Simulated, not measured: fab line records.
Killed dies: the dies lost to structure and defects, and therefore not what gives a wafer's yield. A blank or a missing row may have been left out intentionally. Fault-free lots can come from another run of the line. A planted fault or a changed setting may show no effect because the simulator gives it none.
fab line records	flow ritCmos
[record] lots = 6	wafers = 18	lastDay = 7
route steps=202 shown GATE@96 REOX@98 NLDD@103 M1@202
lots untouched by any fault: they come from a run of this same line in which no faults occurred
startH: the number of hours between the record's first day and the start of the first shown wafer of the lot	waitH: hours since the lot's step before	" same as the row above	L1.1+2: a single row standing in for several wafers	- no value, or no start was given	* or withheld: withheld	< > ~ a bound
route shown NAME@n: a module of which the file shows steps, and the number in the route of the first	usual: average and standard deviation across the fault-free wafers	same: alike in all rows	chamber/n: place in a boat	sites: readings site by site	_std_site: standard deviation of those values	_edge_site: outer sites' mean less inner sites'	radiusMm: how far each site lies from the wafer's centre	mask NAME#n: copy n	behind: the tool/chamber that last shaped the wafer	hold: cause of the lot's hold/its duration in hours/its outcome	device: whichever transistor did not switch (one of n, p or np)	end of line: tests run on the same wafers once the route is complete	a step given without rows: its recipe and nothing more	killed: dies lost to structure and defects at the first sort, not the wafer's yield	map: per-die view of a wafer (x killed, . not killed, _ where there is no die)
set.NAME: the setting that was run; set.NAME@STEP: the one run at that earlier step	model.NAME: the simulator's own value behind a step, which no gauge read
certain route steps with their lots: each step a table, each wafer a row
services: the hour from which a tool's chamber was out of use, counted from the record's first day as startH (under 0 if before that day), plus the number of hours and why
[[steps]]
[step RIT_GATE_STRIP_20]
[recipe] chemistry = O2	timeS = 180	resist = NOVOLAK	platenTempC = withheld	powerW = 500	pressureMtorr = 4000	o2FlowSccm = 4000
[usual] drypumpMotorCurrentA = 6.1/0.52
lot.wafer	tool	chamber	startH	waitH	drypumpMotorCurrentA	rfHoursCounterH
L849.1	plasmaAsher-01	0	42.76	0.1	6.3	39
L849.4	"	1	"	"	6.3	-
L849.5	"	0	"	"	6.3	-
L851.2	plasmaAsher-03	1	56.36	0.1	6.2	40
L851.5	"	1	"	"	6.2	-
L851.6	"	0	"	"	6.6	-
L854.1	plasmaAsher-01	0	67.52	0.1	6.3	42
L854.2	"	1	"	"	6.3	42
L854.5	"	1	"	"	6.3	-
L858.2	plasmaAsher-03	0	85.65	0.1	6.6	44
L858.5	"	1	"	"	6.2	-
L858.6	"	0	"	"	6.6	-
L870.2	plasmaAsher-02	0	141.03	0.1	5.3	50
L870.4	"	0	"	"	5.3	-
L870.5	"	0	"	"	5.3	-
L872.2	plasmaAsher-01	1	151.60	0.1	6.4	3
L872.3	"	1	"	"	6.3	-
L872.4	"	0	"	"	6.3	-
[step RIT_GATE_CD_MEAS_90]
[recipe] targetCdNm = 150
[usual] cdNm = 148.8/3
lot.wafer	tool	chamber	startH	waitH	cdNm
L849.1	cdSem-02	-	42.93	0.1	151.5
L849.4	"	-	"	"	149.0
L849.5	"	-	"	"	150.3
L851.2	cdSem-02	-	56.55	0.1	146.0
L851.5	"	-	"	"	147.0
L851.6	"	-	"	"	144.9
L854.1	cdSem-02	-	67.70	0.1	144.3
L854.2	"	-	"	"	144.6
L854.5	"	-	"	"	142.8
L858.2	cdSem-02	-	85.84	0.1	146.7
L858.5	"	-	"	"	146.6
L858.6	"	-	"	"	146.3
L870.2	cdSem-02	-	141.24	0.1	145.8
L870.4	"	-	"	"	150.5
L870.5	"	-	"	"	148.2
L872.2	cdSem-02	-	151.79	0.1	149.9
L872.3	"	-	"	"	147.6
L872.4	"	-	"	"	147.4
[step RIT_REOX_CLEAN_00]
[recipe] chemistry = SC1	mix = 3:3:50	timeS = 600	tempC = 75
[step RIT_REOX_CLEAN_01]
[recipe] chemistry = dHF	dilution = 50:1	timeS = 30
[step RIT_REOX_CLEAN_02]
[recipe] chemistry = SC2	mix = 3:3:50	timeS = 600	tempC = 75	dry = n2Spin
[step RIT_REOX_OXIDATION_03]
[recipe] tempC = 900	ambient = O2	targetThkA = 252	oxTimeS = 5580
[step RIT_REOX_THK_MEAS_04]
[recipe] reads = SiO2_of_REOX_OXIDATION_03
[usual] REOX_OXIDE_THK = 25.1/0.39
lot.wafer	tool	chamber	startH	waitH	REOX_OXIDE_THK[nm]
L849.1	filmMetro-03	-	46.48	0.0	25.7
L849.4	"	-	"	"	25.3
L849.5	"	-	"	"	25.6
L851.2	filmMetro-04	-	59.76	0.0	24.7
L851.5	"	-	"	"	25.0
L851.6	"	-	"	"	24.6
L854.1	filmMetro-03	-	70.93	0.0	25.3
L854.2	"	-	"	"	25.1
L854.5	"	-	"	"	25.0
L858.2	filmMetro-03	-	89.61	0.0	25.9
L858.5	"	-	"	"	25.5
L858.6	"	-	"	"	26.0
L870.2	filmMetro-04	-	144.56	0.0	24.9
L870.4	"	-	"	"	25.2
L870.5	"	-	"	"	24.4
L872.2	filmMetro-04	-	154.82	0.0	23.9
L872.3	"	-	"	"	24.3
L872.4	"	-	"	"	24.1
[step RIT_NLDD_HMDS_00]
[recipe] primeTimeS = 60	primeTempC = 140
[step RIT_NLDD_COAT_01]
[recipe] resist = NOVOLAK	spinRpm = 3250	resistThkNm = 1000
[step RIT_NLDD_SOFTBAKE_02]
[recipe] resist = NOVOLAK	tempC = 90	timeS = 60
[step RIT_NLDD_EXPOSE_03]
[recipe] maskId = M7	na = 0.57	targetCdNm = 40700	doseMj = 250
[step RIT_NLDD_PEB_04]
[recipe] resist = NOVOLAK	tempC = withheld	timeS = withheld
[step RIT_NLDD_DEVELOP_05]
[recipe] resist = NOVOLAK	developTimeS = 50	devTempC = 23
[usual] developerTempC = 23.02/0.12
lot.wafer	tool	chamber	startH	waitH	developerTempC
L849.1	lithoTrack-03	0	47	-	22.92
L849.4	"	0	"	"	22.99
L849.5	"	0	"	"	22.86
L851.2	lithoTrack-04	0	60	-	22.88
L851.5	"	0	"	"	22.92
L851.6	"	0	"	"	22.93
L854.1	lithoTrack-04	0	71	-	23.95
L854.2	"	0	"	"	24.06
L854.5	"	0	"	"	24.00
L858.2	lithoTrack-04	0	90	-	24.20
L858.5	"	0	"	"	24.01
L858.6	"	0	"	"	24.03
L870.2	lithoTrack-03	0	145	-	23.14
L870.4	"	0	"	"	23.08
L870.5	"	0	"	"	23.16
L872.2	lithoTrack-03	0	155	-	22.86
L872.3	"	0	"	"	22.94
L872.4	"	0	"	"	22.89
[step RIT_NLDD_OVL_MEAS_06]
[usual] NLDD_OVL = 1.4/1.4
lot.wafer	tool	chamber	startH	waitH	NLDD_OVL[nm]
L849.1	overlay-01	-	47.71	-	-0.4
L849.4	"	-	"	"	1.3
L849.5	"	-	"	"	-0.4
L851.2	overlay-02	-	60.77	-	2.0
L851.5	"	-	"	"	2.5
L851.6	"	-	"	"	1.6
L854.1	overlay-02	-	71.97	-	-0.5
L854.2	"	-	"	"	-0.2
L854.5	"	-	"	"	0.4
L858.2	overlay-01	-	90.68	-	0.6
L858.5	"	-	"	"	1.3
L858.6	"	-	"	"	0.9
L870.2	overlay-01	-	145.47	-	2.9
L870.4	"	-	"	"	1.6
L870.5	"	-	"	"	2.2
L872.2	overlay-01	-	155.85	-	1.3
L872.3	"	-	"	"	-0.4
L872.4	"	-	"	"	0.6
[step RIT_M1_PROBE_99]
[usual] killedAtFrontEnd = 7/3	killedDies = 8/3	killedOpen = 3.7/2	killedShort = 3.8/2.1
[same] grossDies = 264	killed_at_M0_to_M3 = 0	killed_at_M4_up = 0	killedAtBackSide = 0	killedAtContacts = 0	killedAtOther = 0
lot.wafer	tool	chamber	startH	waitH	killedAtFrontEnd	killedDies	killedOpen	killedShort
L849.1	prober-01	-	64.45	0.1	6	6	1	5
L849.4	prober-01	-	64.60	0.2	2	2	0	2
L849.5	prober-01	-	64.65	0.2	8	8	6	2
L851.2	prober-01	-	77.13	0.1	3	3	0	3
L851.5	prober-01	-	77.28	0.2	15	15	8	7
L851.6	prober-01	-	77.33	0.2	10	10	4	6
L854.1	prober-02	-	88.19	0.1	9	9	5	4
L854.2	prober-02	-	88.24	0.1	8	8	2	6
L854.5	prober-02	-	88.39	0.2	15	15	8	7
L858.2	prober-02	-	106.47	0.1	7	7	4	3
L858.5	prober-02	-	106.62	0.2	10	10	6	4
L858.6	prober-02	-	106.67	0.2	10	10	3	7
L870.2	prober-02	-	161.03	0.1	4	4	2	2
L870.4	prober-02	-	161.13	0.2	3	3	1	2
L870.5	prober-02	-	161.18	0.2	3	3	1	2
L872.2	prober-02	-	171.77	0.1	7	7	1	5
L872.3	prober-02	-	171.82	0.2	7	7	2	4
L872.4	prober-02	-	171.87	0.2	10	10	4	5
// killed by level:class
L849.1 SPACER:geometricParticle:short=2 SILICIDE:geometricParticle:short=2 FOX1:geometricParticle:short=1 SPACER:geometricParticle:open=1
L849.4 FOX1:geometricParticle:short=1 REOX:geometricParticle:short=1
L849.5 FOX1:geometricParticle:open=2 GATE:geometricParticle:open=2 FOX2:geometricParticle:open=1 GATE:geometricParticle:short=1 REOX:geometricParticle:open=1 SPACER:geometricParticle:short=1
L851.2 GATE:geometricParticle:short=1 SPACER:geometricParticle:short=1 SILICIDE:geometricParticle:short=1
L851.5 GATE:geometricParticle:open=4 SPACER:geometricParticle:short=3 REOX:geometricParticle:short=2 SPACER:geometricParticle:open=2 FOX2:geometricParticle:short=1 REOX:geometricParticle:open=1 SILICIDE:geometricParticle:open=1 SILICIDE:geometricParticle:short=1
L851.6 GATE:geometricParticle:short=3 REOX:geometricParticle:open=3 FOX1:geometricParticle:short=1 FOX2:geometricParticle:short=1 SPACER:geometricParticle:short=1 SPACER:geometricParticle:open=1
L854.1 GATE:geometricParticle:open=3 SPACER:geometricParticle:short=2 FOX1:geometricParticle:open=1 GATE:geometricParticle:short=1 SILICIDE:geometricParticle:short=1 SILICIDE:geometricParticle:open=1
L854.2 FOX1:geometricParticle:short=4 FOX2:geometricParticle:short=1 GATE:geometricParticle:short=1 GATE:geometricParticle:open=1 SILICIDE:geometricParticle:open=1
L854.5 GATE:geometricParticle:short=4 FOX1:geometricParticle:short=3 GATE:geometricParticle:open=3 SILICIDE:geometricParticle:open=2 FOX1:geometricParticle:open=1 FOX2:geometricParticle:open=1 REOX:geometricParticle:open=1
L858.2 GATE:geometricParticle:open=3 GATE:geometricParticle:short=2 SPACER:geometricParticle:open=1 SPACER:geometricParticle:short=1
L858.5 GATE:geometricParticle:open=3 SPACER:geometricParticle:short=2 ACTIVE:geometricParticle:open=1 FOX1:geometricParticle:open=1 FOX2:geometricParticle:short=1 GATE:geometricParticle:short=1 SPACER:geometricParticle:open=1
L858.6 SPACER:geometricParticle:short=4 FOX2:geometricParticle:open=1 GATE:geometricParticle:short=1 REOX:geometricParticle:open=1 REOX:geometricParticle:short=1 SPACER:geometricParticle:open=1 SILICIDE:geometricParticle:short=1
L870.2 FOX1:geometricParticle:short=1 GATE:geometricParticle:short=1 GATE:geometricParticle:open=1 SPACER:geometricParticle:open=1
L870.4 FOX1:geometricParticle:short=1 REOX:geometricParticle:open=1 SILICIDE:geometricParticle:short=1
L870.5 FOX1:geometricParticle:short=1 GATE:geometricParticle:open=1 GATE:geometricParticle:short=1
L872.2 GATE:geometricParticle:short=2 SILICIDE:geometricParticle:short=2 FOX1:geometricParticle:short=1 GATE:geometricParticle:open=1 PRETRO:coatMicrobubblePrinted=1
L872.3 GATE:geometricParticle:open=2 SPACER:geometricParticle:short=2 GATE:geometricParticle:short=1 SILICIDE:geometricParticle:short=1 PRETRO:coatMicrobubblePrinted=1
L872.4 SILICIDE:geometricParticle:short=2 FOX2:geometricParticle:short=1 GATE:geometricParticle:short=1 GATE:geometricParticle:open=1 REOX:geometricParticle:open=1 SPACER:geometricParticle:short=1 SPACER:geometricParticle:open=1 SILICIDE:geometricParticle:open=1
[[services]]
tool	chamber	startH	hours	kind
plasmaAsher-03	-	53.22	1.4	repair
plasmaAsher-01	-	108.75	9.0	pm
plasmaAsher-01	0	108.75	9.0	ventCycle
plasmaAsher-01	1	108.75	9.0	ventCycle
plasmaAsher-03	-	116.76	2.8	pm
plasmaAsher-01	0	117.75	-	clean
plasmaAsher-01	1	117.75	-	clean
plasmaAsher-02	-	147.75	0.7	repair
[[key]]
[firstSign] step = RIT_NLDD_DEVELOP_05	reading = developerTempC	direction = up	sigmas = 8.4	usual = *	struck = *
effect none on later readings
metAt RIT_NLDD_DEVELOP_05
struckWafers L854.1,L854.2,L854.5,L858.2,L858.5,L858.6
testerLeftOut L854,L858
onsetBetween 60 71
[fault] kind = processParameterDrift	tool = lithoTrack-04	chamber = -	onsetH = 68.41	steps = RIT_NLDD_DEVELOP_05	channel = devTempC	offset = *	shape = step	endH = 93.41	actsIn = *	stated = *
// testerLeftOut: of these lots the tester's yield and bins aren't shown, on N5 and GAA mostly nor the transistor test; their killed dies are dies lost to structure and defects alone, not to doping, threshold or leakage, so they don't give the yield
